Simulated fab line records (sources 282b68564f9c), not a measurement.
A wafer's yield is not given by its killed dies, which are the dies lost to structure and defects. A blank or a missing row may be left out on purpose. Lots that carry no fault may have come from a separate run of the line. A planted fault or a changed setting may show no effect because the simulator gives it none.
fab line records    flow rit_cmos
record: lots: 7  wafers: 21  last_day: 7
route steps=202 shown CONTACT@178 M1@184
lots that met no fault: taken from a fault-free run of the same line
start_h: hours from the record's first day to the start of the lot's first wafer shown    wait_h: hours since the lot's step before    " repeats the value in the row above    L1.1+2: a row that stands for several wafers    - no value, or no start was given    * or withheld: withheld    < > ~ a bound
route shown NAME@n: a module of which the file shows steps, and the number in the route of the first    usual: the fault-free wafers' mean and standard deviation    same: alike in all rows    chamber/n: place in a boat    sites: each site's reading    _std_site: the standard deviation of these    _edge_site: outer sites' mean less inner sites'    radius_mm: how far each site lies from the wafer's centre    mask NAME#n: copy n    behind: tool/chamber where the wafer was last shaped    hold: the reason the lot was held/the length of the hold in hours/how it ended    device: names the non-switching transistor (n, p or np)    end of line: tests of these same wafers at the route's end    where a step has no rows: the recipe by itself    killed: at the first sort, the dies lost to defects and structure; wafer yield is something else    map: per-die view of a wafer (x killed, . not killed, _ where there is no die)
set.NAME: the setting the step ran with; set.NAME@STEP: the setting that earlier step ran with    model.NAME: the simulator's own value behind a step, which no gauge read
a table for each step, a row for each wafer; lots at some steps of the route
services: from which hour (start_h, from the record's first day; less than 0 if before it) a tool's chamber was out of use, for how many hours, and why
== steps ==
step: RIT_CONTACT_HARDBAKE_10
recipe: resist: NOVOLAK  temp_c: 140  time_s: 60
step: RIT_CONTACT_ETCH_11
recipe: target_depth_a: 4800  over_etch_frac: 0.2  stop_on: TiSi2  chemistry: CHF3/CF4/Ar  target: SiO2  CHF3_flow_sccm: 50  cf4_flow_sccm: 10  Ar_flow_sccm: 100  O2_flow_sccm: 5  pressure_mtorr: 100  rf_w: 200  time_s: 320
usual: drypump_motor_current_A: 5.5/0.48  oes_product_au: 0.990/0.015  throttle_valve_pct: 8.83/0.12
lot.wafer  tool         chamber  start_h  wait_h  drypump_motor_current_A  oes_product_au  rf_hours_counter_h  throttle_valve_pct
L141.2     rie_diel-02  3        62.60    0.1     4.9                      0.987           3                   8.74
L141.3     "            0        "        "       4.9                      0.962           3                   8.83
L141.5     "            2        "        "       6.0                      1.001           -                   9.01
L146.3     rie_diel-03  0        87.60    0.1     6.4                      0.980           73                  8.67
L146.4     "            3        "        "       5.9                      0.990           41                  8.94
L146.5     "            3        "        "       5.9                      0.983           -                   8.94
L152.1     rie_diel-03  2        122.25   0.1     4.9                      0.973           36                  8.77
L152.2     "            0        "        "       6.4                      0.987           74                  8.68
L152.3     "            3        "        "       5.9                      0.995           42                  8.94
L153.1     rie_diel-02  3        124.05   0.1     4.9                      0.984           5                   8.75
L153.4     "            0        "        "       4.9                      0.970           5                   8.80
L153.5     "            1        "        "       5.6                      1.002           -                   8.84
L155.4     rie_diel-04  1        133.05   0.1     5.4                      1.014           -                   8.87
L155.5     "            2        "        "       5.0                      0.990           -                   8.82
L155.6     "            0        "        "       5.9                      0.994           -                   8.72
L159.1     rie_diel-04  0        152.94   0.1     5.9                      0.987           5                   8.72
L159.2     "            2        "        "       5.0                      0.982           28                  8.83
L159.6     "            1        "        "       5.4                      1.021           -                   8.86
L160.3     rie_diel-02  0        156.33   0.1     4.9                      0.971           6                   8.81
L160.4     "            1        "        "       5.6                      1.011           1                   8.85
L160.6     "            1        "        "       5.6                      0.997           -                   8.84
step: RIT_CONTACT_STRIP_12
recipe: chemistry: O2  time_s: 180  resist: NOVOLAK  platen_temp_c: withheld  power_w: 500  pressure_mtorr: 4000  o2_flow_sccm: 4000
usual: drypump_motor_current_A: 5.7/0.4
lot.wafer  tool             chamber  start_h  wait_h  drypump_motor_current_A  rf_hours_counter_h
L141.2     plasma_asher-02  1        62.79    0.1     6.0                      29
L141.3     "                0        "        "       5.1                      -
L141.5     "                1        "        "       6.0                      -
L146.3     plasma_asher-02  0        87.85    0.2     5.1                      -
L146.4     "                1        "        "       6.0                      -
L146.5     "                1        "        "       6.0                      -
L152.1     plasma_asher-04  0        122.45   0.1     5.5                      48
L152.2     "                1        "        "       5.8                      48
L152.3     "                1        "        "       5.8                      -
L153.1     plasma_asher-01  1        124.24   0.1     6.3                      51
L153.4     "                0        "        "       5.5                      -
L153.5     "                1        "        "       6.3                      -
L155.4     plasma_asher-01  0        133.20   0.1     5.6                      -
L155.5     "                0        "        "       5.6                      -
L155.6     "                1        "        "       6.3                      -
L159.1     plasma_asher-01  0        153.13   0.1     5.6                      54
L159.2     "                1        "        "       6.3                      54
L159.6     "                0        "        "       5.6                      -
L160.3     plasma_asher-04  1        156.58   0.2     5.8                      -
L160.4     "                0        "        "       5.5                      -
L160.6     "                1        "        "       5.8                      -
step: RIT_CONTACT_CD_MEAS_90
recipe: target_cd_nm: 1000
usual: cd_nm: 1000.0/2.4
lot.wafer  tool       chamber  start_h  wait_h  cd_nm
L141.2     cd_sem-01  -        62.99    0.1     1001.5
L141.3     "          -        "        "       1001.3
L141.5     "          -        "        "       1000.3
L146.3     cd_sem-01  -        88.01    0.1     997.1
L146.4     "          -        "        "       996.7
L146.5     "          -        "        "       996.8
L152.1     cd_sem-01  -        122.62   0.1     999.3
L152.2     "          -        "        "       1003.6
L152.3     "          -        "        "       1003.7
L153.1     cd_sem-01  -        124.42   0.1     997.9
L153.4     "          -        "        "       998.9
L153.5     "          -        "        "       999.3
L155.4     cd_sem-01  -        133.38   0.1     1000.8
L155.5     "          -        "        "       1002.1
L155.6     "          -        "        "       1002.4
L159.1     cd_sem-01  -        153.32   0.1     995.4
L159.2     "          -        "        "       996.2
L159.6     "          -        "        "       996.0
L160.3     cd_sem-01  -        156.74   0.1     1002.1
L160.4     "          -        "        "       1001.6
L160.6     "          -        "        "       999.9
step: RIT_CONTACT_CLEAN_13
recipe: chemistry: SC1  mix: 3:3:50  time_s: 600  temp_c: 75
step: RIT_CONTACT_CLEAN_14
recipe: chemistry: SC2  mix: 3:3:50  time_s: 600  temp_c: 75  dry: n2_spin
step: RIT_M1_SPUTTER_00
recipe: material: Al  target_thk_nm: 400  power_w: 2000  chamber_pressure_pa: 0.4  gas: Ar  time_s: 500  substrate_temp_c: 25
usual: throttle_valve_pct: 30.5/1
lot.wafer  tool            chamber  start_h  wait_h  throttle_valve_pct
L141.2     pvd_sputter-04  -        63.44    0.0     29.1
L141.3     "               -        "        "       30.7
L141.5     "               -        "        "       30.5
L146.3     pvd_sputter-03  -        88.44    0.0     30.5
L146.4     "               -        "        "       30.4
L146.5     "               -        "        "       30.4
L152.1     pvd_sputter-04  -        123.11   0.0     29.6
L152.2     "               -        "        "       30.8
L152.3     "               -        "        "       30.5
L153.1     pvd_sputter-01  -        124.89   0.0     31.5
L153.4     "               -        "        "       31.9
L153.5     "               -        "        "       29.1
L155.4     pvd_sputter-01  -        133.79   0.0     31.3
L155.5     "               -        "        "       29.3
L155.6     "               -        "        "       31.8
L159.1     pvd_sputter-01  -        153.79   0.0     29.3
L159.2     "               -        "        "       31.4
L159.6     "               -        "        "       31.8
L160.3     pvd_sputter-03  -        157.34   0.0     30.4
L160.4     "               -        "        "       30.6
L160.6     "               -        "        "       29.1
step: RIT_M1_RS_MEAS_01
recipe: thk_meas_gauge: four-point-probe  reads: Al_of_M1_SPUTTER_00
usual: M1_AL_RS: 0.0734/0.00078
lot.wafer  tool           chamber  start_h  wait_h  M1_AL_RS[ohm/sq]
L141.2     film_metro-02  -        63.75    0.2     0.0732
L141.3     "              -        "        "       0.0732
L141.5     "              -        "        "       0.0737
L146.3     film_metro-02  -        88.77    0.2     0.0730
L146.4     "              -        "        "       0.0728
L146.5     "              -        "        "       0.0732
L152.1     film_metro-04  -        123.40   0.1     0.0730
L152.2     "              -        "        "       0.0723
L152.3     "              -        "        "       0.0735
L153.1     film_metro-04  -        125.18   0.1     0.0738
L153.4     "              -        "        "       0.0742
L153.5     "              -        "        "       0.0742
L155.4     film_metro-02  -        134.14   0.2     0.0735
L155.5     "              -        "        "       0.0728
L155.6     "              -        "        "       0.0726
L159.1     film_metro-04  -        154.08   0.1     0.0711
L159.2     "              -        "        "       0.0715
L159.6     "              -        "        "       0.0714
L160.3     film_metro-02  -        157.68   0.2     0.0742
L160.4     "              -        "        "       0.0732
L160.6     "              -        "        "       0.0731
step: RIT_M1_THK_MEAS_02
recipe: thk_meas_gauge: xrf  reads: Al_of_M1_SPUTTER_00
usual: M1_AL_THK: 399/4.5
lot.wafer  tool           chamber  start_h  wait_h  M1_AL_THK[nm]
L141.2     film_metro-02  -        63.86    0.1     399
L141.3     "              -        "        "       397
L141.5     "              -        "        "       395
L146.3     film_metro-02  -        88.87    0.1     402
L146.4     "              -        "        "       400
L146.5     "              -        "        "       397
L152.1     film_metro-04  -        123.52   0.1     402
L152.2     "              -        "        "       410
L152.3     "              -        "        "       400
L153.1     film_metro-04  -        125.30   0.1     397
L153.4     "              -        "        "       395
L153.5     "              -        "        "       395
L155.4     film_metro-02  -        134.23   0.1     401
L155.5     "              -        "        "       402
L155.6     "              -        "        "       406
L159.1     film_metro-04  -        154.20   0.1     411
L159.2     "              -        "        "       410
L159.6     "              -        "        "       412
L160.3     film_metro-02  -        157.78   0.1     395
L160.4     "              -        "        "       400
L160.6     "              -        "        "       403
step: RIT_M1_HMDS_03
recipe: prime_time_s: 60  prime_temp_c: 140
step: RIT_M1_COAT_04
recipe: resist: NOVOLAK  spin_rpm: 2000  resist_thk_nm: 1300
step: RIT_M1_SOFTBAKE_05
recipe: resist: NOVOLAK  temp_c: 90  time_s: 60
step: RIT_M1_EXPOSE_06
recipe: mask_id: M12  na: 0.6  source_shape: conventional  sigma_outer: 0.5  target_cd_nm: 2600  dose_mj: 250
usual: exposure_dose_mJ_cm2: 249.98/0.27  reticle_temp_C: 23.00/0.1
same: na: 0.6  sigma_outer: 0.5
lot.wafer  tool              chamber  start_h  wait_h  mask   exposure_dose_mJ_cm2  reticle_temp_C  model.M1.overlay_x_nm
L141.2     iline_stepper-01  0        64.52    0.2     M12#0  249.63                22.98           -0.5718
L141.3     "                 0        "        "       M12#0  249.77                22.95           -0.5718
L141.5     "                 0        "        "       M12#0  249.63                23.01           -0.5718
L146.3     iline_stepper-01  0        89.40    0.1     M12#0  250.02                22.98           -0.8026
L146.4     "                 0        "        "       M12#0  249.63                22.98           -0.8026
L146.5     "                 0        "        "       M12#0  250.21                23.07           -0.8026
L152.1     iline_stepper-01  0        124.03   0.1     M12#0  249.54                23.07           359.1
L152.2     "                 0        "        "       M12#0  249.80                23.10           359.1
L152.3     "                 0        "        "       M12#0  249.52                23.02           359.1
L153.1     iline_stepper-01  0        125.81   0.1     M12#0  249.87                22.95           359.6
L153.4     "                 0        "        "       M12#0  250.34                23.10           359.6
L153.5     "                 0        "        "       M12#0  250.32                22.98           359.6
L155.4     iline_stepper-01  0        134.90   0.2     M12#0  250.11                22.97           359.5
L155.5     "                 0        "        "       M12#0  250.04                23.03           359.5
L155.6     "                 0        "        "       M12#0  250.41                23.03           359.5
L159.1     iline_stepper-02  0        154.83   0.2     M12#0  250.01                23.17           -0.7581
L159.2     "                 0        "        "       M12#0  250.27                23.02           -0.7581
L159.6     "                 0        "        "       M12#0  250.11                23.20           -0.7581
L160.3     iline_stepper-02  0        158.31   0.1     M12#0  249.98                22.88           -0.807
L160.4     "                 0        "        "       M12#0  249.76                22.97           -0.807
L160.6     "                 0        "        "       M12#0  249.91                23.01           -0.807
step: RIT_M1_PEB_07
recipe: resist: NOVOLAK  temp_c: withheld  time_s: withheld
step: RIT_M1_DEVELOP_08
recipe: resist: NOVOLAK  develop_time_s: 68  dev_temp_c: 23
step: RIT_M1_CD_MEAS_09
recipe: target_cd_nm: 2600
usual: cd_nm: 2601.0/2.1
lot.wafer  tool       chamber  start_h  wait_h  cd_nm
L141.2     cd_sem-01  -        65.05    -       2602.1
L141.3     "          -        "        "       2604.7
L141.5     "          -        "        "       2605.3
L146.3     cd_sem-01  -        89.83    -       2601.5
L146.4     "          -        "        "       2601.1
L146.5     "          -        "        "       2598.1
L152.1     cd_sem-01  -        124.54   -       2597.2
L152.2     "          -        "        "       2597.3
L152.3     "          -        "        "       2597.5
L153.1     cd_sem-01  -        126.24   -       2605.9
L153.4     "          -        "        "       2604.7
L153.5     "          -        "        "       2603.5
L155.4     cd_sem-01  -        135.37   -       2602.3
L155.5     "          -        "        "       2601.2
L155.6     "          -        "        "       2601.9
L159.1     cd_sem-02  -        155.26   -       2600.1
L159.2     "          -        "        "       2603.1
L159.6     "          -        "        "       2602.0
L160.3     cd_sem-02  -        158.74   -       2602.4
L160.4     "          -        "        "       2599.4
L160.6     "          -        "        "       2600.0
step: RIT_M1_OVL_MEAS_10
usual: M1_OVL: -0.1/1.5
lot.wafer  tool        chamber  start_h  wait_h  hold                      M1_OVL[nm]
L141.2     overlay-01  -        65.15    0.1     -                         -3.2
L141.3     "           -        "        "       -                         -2.5
L141.5     "           -        "        "       -                         -2.6
L146.3     overlay-02  -        89.92    0.1     -                         0.9
L146.4     "           -        "        "       -                         0.0
L146.5     "           -        "        "       -                         0.9
L152.1     overlay-02  -        124.66   0.1     await_dispo/0.2h/release  358.8
L152.2     "           -        "        "       await_dispo/0.2h/release  359.9
L152.3     "           -        "        "       await_dispo/0.2h/release  357.9
L152.1     overlay-02  -        124.86   0.2     -                         358.7
L152.2     "           -        "        "       -                         359.7
L152.3     "           -        "        "       -                         358.1
L153.1     overlay-02  -        126.36   0.1     await_dispo/0.2h/release  358.9
L153.4     "           -        "        "       await_dispo/0.2h/release  358.6
L153.5     "           -        "        "       await_dispo/0.2h/release  359.1
L153.1     overlay-02  -        126.56   0.2     -                         359.3
L153.4     "           -        "        "       -                         358.5
L153.5     "           -        "        "       -                         359.5
L155.4     overlay-02  -        135.45   0.1     await_dispo/0.2h/release  362.2
L155.5     "           -        "        "       await_dispo/0.2h/release  359.1
L155.6     "           -        "        "       await_dispo/0.2h/release  358.6
L155.4     overlay-02  -        135.65   0.2     -                         361.8
L155.5     "           -        "        "       -                         359.2
L155.6     "           -        "        "       -                         358.5
L159.1     overlay-01  -        155.38   0.1     -                         -3.5
L159.2     "           -        "        "       -                         -2.1
L159.6     "           -        "        "       -                         -2.9
L160.3     overlay-01  -        158.83   0.1     -                         -1.3
L160.4     "           -        "        "       -                         -1.8
L160.6     "           -        "        "       -                         -1.9
step: RIT_M1_PROBE_99
usual: defect_limited_yield: 97.4/1.2  killed_at_contacts: 0.1/0.27  killed_at_front_end: 7/3.1  killed_dies: 7/3.1  killed_open: 3.6/2.3  killed_short: 3.2/2  sort_bin_3_pad_short: 0.1/0.22  sort_bin_5_function: 1.5/0.87  sort_bin_6_memory: 0.9/0.64  sort_n_pass: 257/3.1  sort_yield_pct: 97.4/1.2
same: gross_dies: 264  killed_at_M0_to_M3: 0  killed_at_M4_up: 0  killed_at_back_side: 0  killed_at_other: 0
lot.wafer  tool       chamber  start_h  wait_h  defect_limited_yield[%]  killed_at_contacts  killed_at_front_end  killed_dies  killed_open  killed_short  sort_bin_3_pad_short[%]  sort_bin_5_function[%]  sort_bin_6_memory[%]  sort_n_pass  sort_yield_pct[%]
L141.2     prober-02  -        67.73    0.1     96.6                     0                   9                    9            5            4             0                        1.9                     1.5                   255          96.6
L141.3     prober-02  -        67.78    0.2     96.2                     0                   10                   10           5            5             0                        3.0                     0.8                   254          96.2
L141.5     prober-02  -        67.88    0.2     97.3                     0                   7                    7            4            3             0                        1.1                     1.5                   257          97.3
L160.3     prober-02  -        161.46   0.2     98.9                     0                   3                    3            1            2             0                        0.8                     0.4                   261          98.9
L160.4     prober-02  -        161.51   0.2     98.9                     0                   3                    3            1            2             0                        0.4                     0.8                   261          98.9
L160.6     prober-02  -        161.61   0.2     98.1                     1                   4                    5            1            4             0                        1.1                     0.8                   259          98.1
killed by level:class
L141.2 GATE:geometric_particle:open=3 GATE:geometric_particle:short=3 FOX1:geometric_particle:short=1 FOX2:geometric_particle:open=1 REOX:geometric_particle:open=1
L141.3 GATE:geometric_particle:short=3 FOX1:geometric_particle:short=2 GATE:geometric_particle:open=2 REOX:geometric_particle:open=1 SPACER:geometric_particle:open=1 SILICIDE:geometric_particle:open=1
L141.5 GATE:geometric_particle:short=2 SPACER:geometric_particle:open=2 GATE:geometric_particle:open=1 REOX:geometric_particle:open=1 SPACER:geometric_particle:short=1
L160.3 GATE:geometric_particle:open=1 GATE:geometric_particle:short=1 SILICIDE:geometric_particle:short=1
L160.4 GATE:geometric_particle:short=2 GATE:geometric_particle:open=1
L160.6 SPACER:geometric_particle:short=3 CONTACT:geometric_particle:short=1 FOX2:geometric_particle:open=1
== services ==
tool              chamber  start_h  hours  kind
pvd_sputter-04    -        54.55    1.0    repair
rie_diel-02       1        62.13    7.9    repair
rie_diel-02       1        70.61    -      clean
rie_diel-02       1        70.61    32.2   scheduled_down
rie_diel-02       1        70.61    32.2   vent_cycle
rie_diel-03       2        70.81    8.4    repair
rie_diel-04       3        72.09    5.3    repair
rie_diel-04       2        77.27    13.9   repair
rie_diel-02       2        84.52    5.5    repair
rie_diel-03       1        103.61   -      clean
rie_diel-03       1        103.61   20.3   scheduled_down
rie_diel-03       1        103.61   20.3   vent_cycle
iline_stepper-01  0        104.23   -      calibration
pvd_sputter-03    -        110.27   1.6    repair
rie_diel-04       3        115.19   26.2   repair
iline_stepper-02  -        120.58   1.7    pm
pvd_sputter-01    -        126.03   1.9    repair
iline_stepper-01  -        127.32   1.7    pm
rie_diel-02       2        127.60   4.6    repair
== key ==
first_sign: step: RIT_M1_OVL_MEAS_10  reading: visit  direction: added
effect: step: RIT_M1_OVL_MEAS_10  reading: M1_OVL  direction: up  sigmas: 99+  usual: -0.1  struck: 359.2
model_effect: step: RIT_M1_EXPOSE_06  value: M1.overlay_x_nm  without: -0.6033  struck: 359.4
met_at RIT_M1_EXPOSE_06
struck_wafers L152.1,L152.2,L152.3,L153.1,L153.4,L153.5,L155.4,L155.5,L155.6
scrapped_behind RIT_M1_OVL_MEAS_10 L152.1,L152.2,L152.3,L153.1,L153.4,L153.5,L155.4,L155.5,L155.6
onset_between 89.40 124.03
fault: kind: scanner_matching_overlay  tool: iline_stepper-01  chamber: -  onset_h: 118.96  steps: RIT_M1_EXPOSE_06  offset: 360
